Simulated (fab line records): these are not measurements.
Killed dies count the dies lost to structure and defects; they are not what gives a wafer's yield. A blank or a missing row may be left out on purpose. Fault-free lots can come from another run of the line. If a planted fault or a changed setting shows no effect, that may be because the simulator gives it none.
fab line records	flow berkeleyCmos170
record lots=5	wafers=23
route steps=331 shown M1@242 M2@272 V2@302
startH: hours from the record's opening day to when the first of the lot's shown wafers began	waitH: hours elapsed since this lot's preceding step	" identical to the entry in the row above	L1.1+2: one row covering several wafers at once	- no value, or no start was given	* or withheld: withheld	< > ~ a bound
route shown NAME@n: a module of which the file shows steps, and the number in the route of the first	usual: mean/standard deviation taken from wafers without a fault	same: alike in all rows	chamber/n: place in a boat	sites: each site's reading	_std_site: the values' standard deviation	_edge_site: inner sites' mean taken away from outer sites' mean	radiusMm: how far each site lies from the wafer's centre	mask NAME#n: copy n	behind: the last tool/chamber to shape the wafer	hold: reason for holding the lot/hours on hold/outcome of the hold	device: transistor that didn't switch, given as n, p or np	end of line: the tests these same wafers got at the end of their route	for a step that has no rows: nothing shown but its recipe	killed: count of dies lost to structure and defects at first sort (not the wafer's yield)	map: dies across one wafer; x = killed, . = not, _ = none there
set.NAME: the setting as run; set.NAME@STEP: as run at that earlier step	model.NAME: the simulator's own value behind a step, which no gauge read
one table per step and one row per wafer, for lots whose settings were changed on purpose
## steps
# step UCB170_M1_COAT_04
# recipe resist=KrF	spinRpm=1500	resistThkNm=900
lot.wafer	tool	chamber	startH	waitH	set.spinRpm	model.KrF_of_M1_COAT_04.thkNm
L074.1	lithoTrack-01	0	-	-	1500	900.6
L074.2	"	0	"	"	1500	899.7
L074.3	"	0	"	"	1500	898.2
L074.4	"	0	"	"	1500	899.6
L074.6	"	0	"	"	1500	898.8
L078.1	lithoTrack-02	0	-	-	1500	898.1
L078.2	"	0	"	"	1500	898.6
L078.3	"	0	"	"	1500	899.2
L078.4	"	0	"	"	1411	924.6
L078.6	"	0	"	"	1411	926
L079.2	lithoTrack-04	0	-	-	1442	918.6
L079.3	"	0	"	"	1442	918.2
L079.4	"	0	"	"	1500	899.7
L079.5	"	0	"	"	1500	896.7
L079.6	"	0	"	"	1442	916.8
L084.2	lithoTrack-04	0	-	-	1500	909.1
L084.4	"	0	"	"	1500	903.2
L084.5	"	0	"	"	1500	906.4
L083.1	lithoTrack-04	0	-	-	1551	893.1
L083.3	"	0	"	"	1551	894.1
L083.4	"	0	"	"	1500	905.4
L083.5	"	0	"	"	1551	887.9
L083.6	"	0	"	"	1500	906.8
# step UCB170_M1_EXPOSE_06
# recipe maskId=METAL1	targetCdNm=700	na=0.5	sigmaOuter=0.6	sourceShape=conventional	doseMj=21
lot.wafer	tool	chamber	startH	waitH	mask	set.doseMj
L074.1+2+3+4+6	krfScanner-01	0	189.68	-	METAL1#0	21
L078.1+4+6	krfScanner-01	0	208.48	-	METAL1#0	22.03
L078.2+3	"	0	"	"	METAL1#0	21
L079.2+3+4+5+6	krfScanner-01	0	209.83	-	METAL1#0	21
L084.2+4+5	krfScanner-01	0	237.94	-	METAL1#0	21
L083.1+5	krfScanner-02	0	239.87	-	METAL1#0	21
L083.3+4+6	"	0	"	"	METAL1#0	22.32
# step UCB170_M1_PEB_07
# recipe pebTempC=130	pebTimeS=withheld	resist=KrF
# step UCB170_M1_DEVELOP_08
# recipe developer=TMAH	developTimeS=45	resist=KrF	devTempC=21
# step UCB170_M1_CD_MEAS_09
# recipe targetCdNm=700
# usual cdNm=700.4/1.4
lot.wafer	tool	chamber	startH	waitH	set.doseMj@M1_EXPOSE_06	cdNm
L074.1	cdSem-01	-	190.08	-	21	696.1
L074.2	"	-	"	"	21	697.6
L074.3	"	-	"	"	21	697.6
L074.4	"	-	"	"	21	697.9
L074.6	"	-	"	"	21	697.2
L078.1	cdSem-02	-	208.88	-	22.03	692.9
L078.2	"	-	"	"	21	701.1
L078.3	"	-	"	"	21	701.6
L078.4	"	-	"	"	22.03	693.2
L078.6	"	-	"	"	22.03	693.3
L079.2	cdSem-01	-	210.24	-	21	702.2
L079.3	"	-	"	"	21	701.7
L079.4	"	-	"	"	21	701.4
L079.5	"	-	"	"	21	699.8
L079.6	"	-	"	"	21	702.7
L084.2	cdSem-02	-	238.34	-	21	700.6
L084.4	"	-	"	"	21	697.4
L084.5	"	-	"	"	21	700.6
L083.1	cdSem-01	-	240.32	-	21	700.1
L083.3	"	-	"	"	22.32	689.6
L083.4	"	-	"	"	22.32	689.7
L083.5	"	-	"	"	21	699.8
L083.6	"	-	"	"	22.32	689.0
# step UCB170_M1_ETCH_11
# recipe chemistry=N2/H2	targetDepthA=withheld	overetchA=withheld	target=BARC	timeS=withheld	sourceW=500	biasW=100	pressureMtorr=30	n2FlowSccm=100	h2FlowSccm=200
lot.wafer	tool	chamber	startH	waitH	set.doseMj@M1_EXPOSE_06	model.M1.cdNm
L074.1	rieDiel-03	0	190.23	0.0	21	696.1
L074.2	"	1	"	"	21	698.5
L074.3+6	"	2	"	"	21	697.7
L074.4	"	3	"	"	21	698
L078.1	rieDiel-03	2	209.03	0.0	22.03	693.8
L078.2	"	0	"	"	21	700.6
L078.3	"	3	"	"	21	702
L078.4	"	1	"	"	22.03	693.5
L078.6	"	3	"	"	22.03	694.7
L079.2	rieDiel-01	3	210.37	0.0	21	701.7
L079.3	"	0	"	"	21	701.5
L079.4	"	1	"	"	21	701.4
L079.5	"	1	"	"	21	699.4
L079.6	"	0	"	"	21	702.3
L084.2+5	rieDiel-02	0	238.48	0.0	21	701.5
L084.4	"	2	"	"	21	698
L083.1	rieDiel-03	1	240.48	0.0	21	700.8
L083.3	"	2	"	"	22.32	689.3
L083.4	"	3	"	"	22.32	689.6
L083.5	"	3	"	"	21	699.9
L083.6	"	0	"	"	22.32	688.7
# step UCB170_M1_METAL_ETCH_12
# recipe chemistry=Cl2/BCl3	target=Al	stopOn=PSG	pressureMtorr=12	targetDepthA=7800	overEtchFrac=0.3	timeS=130	icpW=600	biasW=120	Cl2_flow_sccm=90	bcl3FlowSccm=45
lot.wafer	tool	chamber	startH	waitH	set.spinRpm@M1_COAT_04	set.doseMj@M1_EXPOSE_06	model.KrF_of_M1_COAT_04.thkNm	model.M1.cdNm
L074.1	rieMetal-03	0	190.27	-	1500	21	431.9	697.6
L074.2	"	1	"	"	1500	21	435.2	699.6
L074.3	"	1	"	"	1500	21	435.3	698
L074.4	"	0	"	"	1500	21	431.2	697.9
L074.6	"	1	"	"	1500	21	436.4	698.8
L078.1	rieMetal-01	1	209.07	-	1500	22.03	431.6	696.5
L078.2	"	0	"	"	1500	21	423.6	700.2
L078.3	"	0	"	"	1500	21	422.4	703.6
L078.4	"	1	"	"	1411	22.03	462.5	694.8
L078.6	"	1	"	"	1411	22.03	465.6	696.3
L079.2	rieMetal-04	0	210.41	-	1442	21	452.3	701.4
L079.3	"	0	"	"	1442	21	452.6	700.8
L079.4	"	1	"	"	1500	21	445.2	704.4
L079.5	"	1	"	"	1500	21	443.5	700
L079.6	"	0	"	"	1442	21	451.6	701.1
L084.2	rieMetal-04	0	238.52	-	1500	21	441.6	701.4
L084.4	"	1	"	"	1500	21	449.8	700.2
L084.5	"	1	"	"	1500	21	449.8	703.4
L083.1	rieMetal-01	1	240.52	-	1551	21	433.3	701.3
L083.3	"	0	"	"	1551	22.32	418.1	690.2
L083.4	"	1	"	"	1500	22.32	444.7	689.4
L083.5	"	0	"	"	1551	21	411.2	699.9
L083.6	"	1	"	"	1500	22.32	441.8	689.2
# step UCB170_M1_STRIP_13
# recipe chemistry=O2	powerW=400	pressureMtorr=3500	platenTempC=withheld	o2FlowSccm=400	overashFraction=0.5
# step UCB170_M1_CD_MEAS_90
# recipe targetCdNm=700
# usual cdNm=701.9/2.3
lot.wafer	tool	chamber	startH	waitH	set.doseMj@M1_EXPOSE_06	cdNm
L074.1	cdSem-01	-	190.51	0.1	21	697.7
L074.2	"	-	"	"	21	699.6
L074.3	"	-	"	"	21	697.9
L074.4	"	-	"	"	21	697.9
L074.6	"	-	"	"	21	698.7
L078.1	cdSem-01	-	209.31	0.1	22.03	696.5
L078.2	"	-	"	"	21	699.7
L078.3	"	-	"	"	21	703.2
L078.4	"	-	"	"	22.03	694.9
L078.6	"	-	"	"	22.03	696.0
L079.2	cdSem-01	-	210.67	0.1	21	701.3
L079.3	"	-	"	"	21	701.0
L079.4	"	-	"	"	21	704.3
L079.5	"	-	"	"	21	699.7
L079.6	"	-	"	"	21	701.0
L084.2	cdSem-01	-	238.77	0.1	21	701.7
L084.4	"	-	"	"	21	700.3
L084.5	"	-	"	"	21	703.6
L083.1	cdSem-02	-	240.75	0.1	21	700.9
L083.3	"	-	"	"	22.32	690.2
L083.4	"	-	"	"	22.32	689.3
L083.5	"	-	"	"	21	699.7
L083.6	"	-	"	"	22.32	689.1
# step UCB170_M2_SPUTTER_01
# recipe material=Al	targetThkNm=900	timeS=120	powerW=6000	chamberPressurePa=0.5
lot.wafer	tool	chamber	startH	waitH	set.powerW	model.Al_of_M2_SPUTTER_01.thkNm
L074.1	pvdSputter-01	-	196.01	0.0	6000	891.7
L074.2	"	-	"	"	5745	853.6
L074.3	"	-	"	"	6000	888.5
L074.4	"	-	"	"	6000	873.8
L074.6	"	-	"	"	5745	836.9
L078.1	pvdSputter-02	-	214.45	0.0	6211	932.7
L078.2	"	-	"	"	6211	921.6
L078.3	"	-	"	"	6000	900.7
L078.4	"	-	"	"	6000	911.2
L078.6	"	-	"	"	6211	928.5
L079.2	pvdSputter-01	-	216.07	0.0	6000	885.6
L079.3	"	-	"	"	6290	936.1
L079.4	"	-	"	"	6290	940.5
L079.5	"	-	"	"	6000	884.7
L079.6	"	-	"	"	6000	890
L084.2	pvdSputter-02	-	243.22	0.0	6000	909.9
L084.4	"	-	"	"	6000	897.6
L084.5	"	-	"	"	6000	906.8
L083.1	pvdSputter-01	-	246.19	0.0	6474	967
L083.3	"	-	"	"	6000	894.4
L083.4	"	-	"	"	6474	980.5
L083.5	"	-	"	"	6474	969.3
L083.6	"	-	"	"	6000	901.9
# step UCB170_M2_RS_MEAS_02
# recipe thkMeasGauge=four-point-probe	reads=Al_of_M2_SPUTTER_01
# usual M2_AL_RS=0.0322/0.00039
lot.wafer	tool	chamber	startH	waitH	set.powerW@M2_SPUTTER_01	M2_AL_RS[ohm/sq]
L074.1	filmMetro-04	-	196.09	0.0	6000	0.0324
L074.2	"	-	"	"	5745	0.0340
L074.3	"	-	"	"	6000	0.0326
L074.4	"	-	"	"	6000	0.0331
L074.6	"	-	"	"	5745	0.0346
L078.1	filmMetro-04	-	214.53	0.0	6211	0.0310
L078.2	"	-	"	"	6211	0.0313
L078.3	"	-	"	"	6000	0.0321
L078.4	"	-	"	"	6000	0.0318
L078.6	"	-	"	"	6211	0.0311
L079.2	filmMetro-04	-	216.17	0.1	6000	0.0328
L079.3	"	-	"	"	6290	0.0310
L079.4	"	-	"	"	6290	0.0308
L079.5	"	-	"	"	6000	0.0327
L079.6	"	-	"	"	6000	0.0325
L084.2	filmMetro-01	-	243.32	0.1	6000	0.0317
L084.4	"	-	"	"	6000	0.0321
L084.5	"	-	"	"	6000	0.0319
L083.1	filmMetro-02	-	246.27	0.0	6474	0.0299
L083.3	"	-	"	"	6000	0.0323
L083.4	"	-	"	"	6474	0.0295
L083.5	"	-	"	"	6474	0.0298
L083.6	"	-	"	"	6000	0.0321
# step UCB170_M2_THK_MEAS_03
# recipe thkMeasGauge=xrf	reads=Al_of_M2_SPUTTER_01
# usual M2_AL_THK=918/13
lot.wafer	tool	chamber	startH	waitH	set.powerW@M2_SPUTTER_01	M2_AL_THK[nm]
L074.1	filmMetro-04	-	196.21	0.1	6000	909
L074.2	"	-	"	"	5745	869
L074.3	"	-	"	"	6000	905
L074.4	"	-	"	"	6000	886
L074.6	"	-	"	"	5745	854
L078.1	filmMetro-04	-	214.65	0.1	6211	951
L078.2	"	-	"	"	6211	941
L078.3	"	-	"	"	6000	915
L078.4	"	-	"	"	6000	926
L078.6	"	-	"	"	6211	940
L079.2	filmMetro-04	-	216.28	0.1	6000	902
L079.3	"	-	"	"	6290	949
L079.4	"	-	"	"	6290	957
L079.5	"	-	"	"	6000	899
L079.6	"	-	"	"	6000	905
L084.2	filmMetro-01	-	243.43	0.1	6000	937
L084.4	"	-	"	"	6000	917
L084.5	"	-	"	"	6000	934
L083.1	filmMetro-02	-	246.39	0.1	6474	982
L083.3	"	-	"	"	6000	907
L083.4	"	-	"	"	6474	997
L083.5	"	-	"	"	6474	987
L083.6	"	-	"	"	6000	916
# step UCB170_M2_PEB_13
# recipe pebTempC=130	pebTimeS=withheld	resist=KrF
lot.wafer	tool	chamber	startH	waitH	set.pebTempC
L074.1+4+6	lithoTrack-03	0	198.17	0.4	130
L074.2+3	"	0	"	"	127
L078.1+3	lithoTrack-03	0	217.35	0.6	127.8
L078.2+4+6	"	0	"	"	130
L079.2+3+4+5+6	lithoTrack-03	0	-	-	130
L084.2+4+5	lithoTrack-02	0	245.30	0.1	130
L083.1+3+4+5+6	lithoTrack-03	0	250.22	0.5	130
# step UCB170_M2_DEVELOP_14
# recipe developer=TMAH	developTimeS=45	resist=KrF	devTempC=21
# step UCB170_M2_CD_MEAS_15
# recipe targetCdNm=700
# usual cdNm=699.9/1.2
lot.wafer	tool	chamber	startH	waitH	set.pebTempC@M2_PEB_13	cdNm
L074.1	cdSem-02	-	198.45	-	130	698.5
L074.2	"	-	"	"	127	721.4
L074.3	"	-	"	"	127	721.8
L074.4	"	-	"	"	130	698.8
L074.6	"	-	"	"	130	698.2
L078.1	cdSem-02	-	217.62	-	127.8	715.9
L078.2	"	-	"	"	130	698.5
L078.3	"	-	"	"	127.8	714.2
L078.4	"	-	"	"	130	696.9
L078.6	"	-	"	"	130	697.9
L079.2	cdSem-02	-	221.08	-	130	698.8
L079.3	"	-	"	"	130	698.0
L079.4	"	-	"	"	130	699.3
L079.5	"	-	"	"	130	698.3
L079.6	"	-	"	"	130	699.7
L084.2	cdSem-02	-	245.57	-	130	699.1
L084.4	"	-	"	"	130	699.5
L084.5	"	-	"	"	130	701.4
L083.1	cdSem-02	-	250.49	-	130	700.0
L083.3	"	-	"	"	130	701.7
L083.4	"	-	"	"	130	702.3
L083.5	"	-	"	"	130	700.9
L083.6	"	-	"	"	130	700.6
# step UCB170_M2_ETCH_17
# recipe chemistry=N2/H2	targetDepthA=withheld	overetchA=withheld	target=BARC	timeS=withheld	sourceW=500	biasW=100	pressureMtorr=30	n2FlowSccm=100	h2FlowSccm=200
lot.wafer	tool	chamber	startH	waitH	set.pebTempC@M2_PEB_13	model.M2.cdNm
L074.1	rieDiel-01	1	198.61	0.0	130	698.5
L074.2	"	2	"	"	127	721.5
L074.3	"	3	"	"	127	722.4
L074.4	"	0	"	"	130	698.9
L074.6	"	1	"	"	130	698.7
L078.1	rieDiel-01	3	217.78	0.0	127.8	716.4
L078.2	"	2	"	"	130	699
L078.3	"	1	"	"	127.8	713.3
L078.4	"	0	"	"	130	696.9
L078.6	"	2	"	"	130	698.9
L079.2	rieDiel-04	0	221.21	0.0	130	698.5
L079.3	"	2	"	"	130	697.1
L079.4	"	1	"	"	130	699.5
L079.5	"	3	"	"	130	697.3
L079.6	"	2	"	"	130	699.3
L084.2	rieDiel-03	2	245.70	0.0	130	699.6
L084.4	"	0	"	"	130	700.2
L084.5	"	3	"	"	130	701.6
L083.1	rieDiel-04	0	250.65	0.0	130	699.9
L083.3	"	1	"	"	130	701.9
L083.4	"	3	"	"	130	701
L083.5	"	0	"	"	130	700.3
L083.6	"	3	"	"	130	699.7
# step UCB170_M2_METAL_ETCH_18
# recipe chemistry=Cl2/BCl3	target=Al	stopOn=SiO2	pressureMtorr=12	targetDepthA=11700	overEtchFrac=0.3	timeS=195	icpW=600	biasW=120	Cl2_flow_sccm=90	bcl3FlowSccm=45
# usual oesProductAu=0.844/0.015
lot.wafer	tool	chamber	startH	waitH	set.powerW@M2_SPUTTER_01	set.pebTempC@M2_PEB_13	oesProductAu	model.etch.depthNm	model.M2.featureDepthNm	model.M2.cdNm
L074.1	rieMetal-03	1	198.65	-	6000	130	0.827	891.7	947.3	701.1
L074.2	"	0	"	"	5745	127	0.819	853.6	910.2	717.5
L074.3	"	1	"	"	6000	127	0.824	888.5	944	722.2
L074.4	"	0	"	"	6000	130	0.828	873.8	930.4	695.1
L074.6	"	1	"	"	5745	130	0.801	836.9	892.6	702.1
L078.1	rieMetal-04	1	217.82	-	6211	127.8	0.867	932.7	988.6	718.2
L078.2	"	0	"	"	6211	130	0.865	921.6	978.4	705.9
L078.3	"	1	"	"	6000	127.8	0.851	900.7	956.7	714.9
L078.4	"	0	"	"	6000	130	0.858	911.2	968.2	702.8
L078.6	"	0	"	"	6211	130	0.866	928.5	985.4	704.5
L079.2	rieMetal-03	1	221.32	-	6000	130	0.824	885.6	941.1	701
L079.3	"	1	"	"	6290	130	0.847	936.1	991.4	696.7
L079.4	"	1	"	"	6290	130	0.854	940.5	996.1	698.7
L079.5	"	1	"	"	6000	130	0.831	884.7	940.3	697
L079.6	"	1	"	"	6000	130	0.824	890	945.7	699.8
L084.2	rieMetal-03	0	245.75	-	6000	130	0.875	909.9	966	699.3
L084.4	"	0	"	"	6000	130	0.866	897.6	954	699.1
L084.5	"	0	"	"	6000	130	0.883	906.8	962.9	700.9
L083.1	rieMetal-04	0	250.69	-	6474	130	0.879	-	-	702.4
L083.3	"	0	"	"	6000	130	0.855	894.4	951.4	705.2
L083.4	"	1	"	"	6474	130	0.899	-	-	697.6
L083.5	"	1	"	"	6474	130	0.889	-	-	700.7
L083.6	"	0	"	"	6000	130	0.851	901.9	958.8	702.4
# step UCB170_M2_STRIP_19
# recipe chemistry=O2	powerW=400	pressureMtorr=3500	platenTempC=withheld	o2FlowSccm=400	overashFraction=0.5
# step UCB170_M2_CD_MEAS_90
# recipe targetCdNm=700
# usual cdNm=702/3.2
lot.wafer	tool	chamber	startH	waitH	set.pebTempC@M2_PEB_13	cdNm
L074.1	cdSem-01	-	198.94	0.1	130	701
L074.2	"	-	"	"	127	718
L074.3	"	-	"	"	127	723
L074.4	"	-	"	"	130	695
L074.6	"	-	"	"	130	702
L078.1	cdSem-02	-	218.11	0.1	127.8	718
L078.2	"	-	"	"	130	706
L078.3	"	-	"	"	127.8	715
L078.4	"	-	"	"	130	703
L078.6	"	-	"	"	130	705
L079.2	cdSem-02	-	221.75	0.1	130	701
L079.3	"	-	"	"	130	697
L079.4	"	-	"	"	130	698
L079.5	"	-	"	"	130	697
L079.6	"	-	"	"	130	700
L084.2	cdSem-01	-	246.05	0.1	130	700
L084.4	"	-	"	"	130	700
L084.5	"	-	"	"	130	701
L083.1	cdSem-02	-	250.98	0.1	130	703
L083.3	"	-	"	"	130	705
L083.4	"	-	"	"	130	697
L083.5	"	-	"	"	130	701
L083.6	"	-	"	"	130	702
# step UCB170_V2_PEB_10
# recipe pebTempC=130	pebTimeS=withheld	resist=KrF
lot.wafer	tool	chamber	startH	waitH	set.pebTempC
L074.1+3	lithoTrack-01	0	200.67	0.1	132.1
L074.2+4+6	"	0	"	"	130
L078.1+6	lithoTrack-03	0	221.06	0.8	130
L078.2+3+4	"	0	"	"	128
L079.2+3+4+5+6	lithoTrack-03	0	223.83	0.2	130
L084.2+4+5	lithoTrack-01	0	247.64	0.1	130
L083.1+3+4+5+6	lithoTrack-03	0	253.71	0.9	130
# step UCB170_V2_DEVELOP_11
# recipe developer=TMAH	developTimeS=45	resist=KrF	devTempC=21
# step UCB170_V2_CD_MEAS_12
# recipe targetCdNm=700
# usual cdNm=699.3/1.5
lot.wafer	tool	chamber	startH	waitH	set.pebTempC@V2_PEB_10	cdNm
L074.1	cdSem-02	-	200.95	-	132.1	716.1
L074.2	"	-	"	"	130	701.6
L074.3	"	-	"	"	132.1	714.4
L074.4	"	-	"	"	130	701.2
L074.6	"	-	"	"	130	702.7
L078.1	cdSem-01	-	221.33	-	130	700.3
L078.2	"	-	"	"	128	688.0
L078.3	"	-	"	"	128	685.6
L078.4	"	-	"	"	128	685.9
L078.6	"	-	"	"	130	699.7
L079.2	cdSem-02	-	224.10	-	130	699.1
L079.3	"	-	"	"	130	699.1
L079.4	"	-	"	"	130	699.3
L079.5	"	-	"	"	130	697.2
L079.6	"	-	"	"	130	699.2
L084.2	cdSem-02	-	247.91	-	130	700.8
L084.4	"	-	"	"	130	699.5
L084.5	"	-	"	"	130	701.0
L083.1	cdSem-02	-	254.00	-	130	697.8
L083.3	"	-	"	"	130	697.4
L083.4	"	-	"	"	130	697.6
L083.5	"	-	"	"	130	698.5
L083.6	"	-	"	"	130	697.8
## key
split step=UCB170_M1_COAT_04	setting=spinRpm	stated=1500	by=wafer
response step=UCB170_M1_COAT_04	reading=model.KrF_of_M1_COAT_04.thkNm	change=-4.59	per=1%	r=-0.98
response step=UCB170_M1_METAL_ETCH_12	reading=model.KrF_of_M1_COAT_04.thkNm	change=-5.39	per=1%	r=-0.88
split step=UCB170_M1_EXPOSE_06	setting=doseMj	stated=21	by=wafer
response step=UCB170_M1_CD_MEAS_09	reading=cdNm	change=-1.68	per=1%	r=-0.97
response step=UCB170_M1_ETCH_11	reading=model.M1.cdNm	change=-1.67	per=1%	r=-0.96
response step=UCB170_M1_METAL_ETCH_12	reading=model.M1.cdNm	change=-1.55	per=1%	r=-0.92
response step=UCB170_M1_CD_MEAS_90	reading=cdNm	change=-1.5	per=1%	r=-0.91
split step=UCB170_M2_SPUTTER_01	setting=powerW	stated=6000	by=wafer
response step=UCB170_M2_SPUTTER_01	reading=model.Al_of_M2_SPUTTER_01.thkNm	change=+9.28	per=1%	r=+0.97
response step=UCB170_M2_RS_MEAS_02	reading=M2_AL_RS	change=-0.000327	per=1%	r=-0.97
response step=UCB170_M2_THK_MEAS_03	reading=M2_AL_THK	change=+9.5	per=1%	r=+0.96
response step=UCB170_M2_METAL_ETCH_18	reading=oesProductAu	change=+0.00441	per=1%	r=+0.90
response step=UCB170_M2_METAL_ETCH_18	reading=model.etch.depthNm	change=+9.16	per=1%	r=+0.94
response step=UCB170_M2_METAL_ETCH_18	reading=model.M2.featureDepthNm	change=+9.13	per=1%	r=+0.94
split step=UCB170_M2_PEB_13	setting=pebTempC	stated=130	by=wafer
response step=UCB170_M2_CD_MEAS_15	reading=cdNm	change=-10.1	per=1%	r=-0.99
response step=UCB170_M2_ETCH_17	reading=model.M2.cdNm	change=-9.98	per=1%	r=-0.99
response step=UCB170_M2_METAL_ETCH_18	reading=model.M2.cdNm	change=-8.26	per=1%	r=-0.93
response step=UCB170_M2_CD_MEAS_90	reading=cdNm	change=-8.37	per=1%	r=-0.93
split step=UCB170_V2_PEB_10	setting=pebTempC	stated=130	by=wafer
response step=UCB170_V2_CD_MEAS_12	reading=cdNm	change=+8.52	per=1%	r=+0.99
